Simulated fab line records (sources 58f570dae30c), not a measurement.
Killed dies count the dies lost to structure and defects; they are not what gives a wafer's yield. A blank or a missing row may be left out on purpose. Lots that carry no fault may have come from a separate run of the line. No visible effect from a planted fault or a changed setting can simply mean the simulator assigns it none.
Split-lot trial ; flow berkeley_cmos170 ; 23 wafers read from 5 lots, route of 331 steps

## THE SPLIT
At UCB170_PVT_IMPLANT_07, the setting dose_cm2 was moved away from the recipe's 2e+12 on 10 of the 23 wafers read, by -6.7% to +6.7%. For the rest of the wafers, this setting stayed at what the recipe calls for.

## FROM THE SPLIT ON TO THE READING: in between, the file shows 1 step
- UCB170_PVT_STRIP_08: strips in O2

## THE READING
PVT_TW, at UCB170_PVT_TW_MEAS_09. Fault-free wafers of this fab line usually give 510, standard deviation 3.4.

wafer;tool, chamber at the split;dose_cm2 as run;against the recipe;PVT_TW;against lot-mates on the recipe
L079.1;implanter-01, 0;2.045e+12;+2.2%;517;+5
L079.2;implanter-01, 0;2e+12;recipe;513;-
L079.4;implanter-01, 0;2e+12;recipe;512;-
L079.5;implanter-01, 0;2e+12;recipe;510;-
L079.6;implanter-01, 0;2.045e+12;+2.2%;515;+3
L080.1;implanter-02, 0;2e+12;recipe;504;-
L080.2;implanter-02, 0;1.919e+12;-4.0%;497;-6
L080.3;implanter-02, 0;2e+12;recipe;503;-
L080.5;implanter-02, 0;1.919e+12;-4.0%;498;-6
L080.6;implanter-02, 0;1.919e+12;-4.0%;499;-4
L081.2;implanter-01, 0;2e+12;recipe;512;-
L081.3;implanter-01, 0;1.866e+12;-6.7%;502;-11
L081.4;implanter-01, 0;1.866e+12;-6.7%;504;-9
L081.5;implanter-01, 0;2e+12;recipe;514;-
L081.6;implanter-01, 0;2e+12;recipe;512;-
L083.3;implanter-02, 0;2e+12;recipe;515;-
L083.5;implanter-02, 0;2e+12;recipe;515;-
L083.6;implanter-02, 0;2e+12;recipe;515;-
L085.2;implanter-01, 0;2.133e+12;+6.7%;515;+10
L085.3;implanter-01, 0;2.133e+12;+6.7%;516;+11
L085.4;implanter-01, 0;2e+12;recipe;504;-
L085.5;implanter-01, 0;2e+12;recipe;506;-
L085.6;implanter-01, 0;2.133e+12;+6.7%;515;+10

FIT RESULTS
A straight line over all 23 wafers: PVT_TW changes by +1.32 for each +1% of dose_cm2; r = +0.73; the points scatter about the line by 4.6.
The same after taking each lot's own level away (the mean of its wafers on the recipe; 23 wafers): +1.5 for each +1%; r = +0.99; scatter 0.94.
According to that fit, moving dose_cm2 by its largest amount changes the reading by 10.
The span of the lots' own levels, 503.5 to 515.0, comes to 3.4 times the standard deviation stated above.
So the lot-to-lot level blurs the effect unless lot-mates are compared.
Check: for one of the wafers moved furthest among these (-6.7%), held out of the fit, the line's prediction against its lot-mates is -9.59. Against them it came out at -10.7.

## OTHER SPLITS ON THESE WAFERS
Before the reading, these wafers also passed through other splits. Each is held against what the fit with the lots' levels taken away leaves over:
other split on the same wafers;wafers away from the commonest value;r with PVT_TW (lot level and that fit taken away)
UCB170_ZERO_DEVELOP_05 dev_temp_c;9;-0.17
UCB170_NWELL_OXIDATION_01 ox_time_s;18;+0.05
UCB170_NWELL_ETCH_13 time_s;7;+0.24
UCB170_WELLDRIVE_OXIDATION_01 temp_c;15;+0.02
UCB170_ACTIVE_PEB_11 peb_temp_c;5;+0.03
UCB170_ACTIVE_STRIP_16 power_w;10;+0.12
UCB170_PFIELD_IMPLANT_07 energy_kev;7;+0.18
UCB170_SACOX_OXIDATION_01 temp_c;15;-0.02
UCB170_NVT_IMPLANT_07 energy_kev;7;-0.09

## THE FILE'S OWN FIT
PVT_TW changes by +1.5 for each +1% of dose_cm2, r = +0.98.
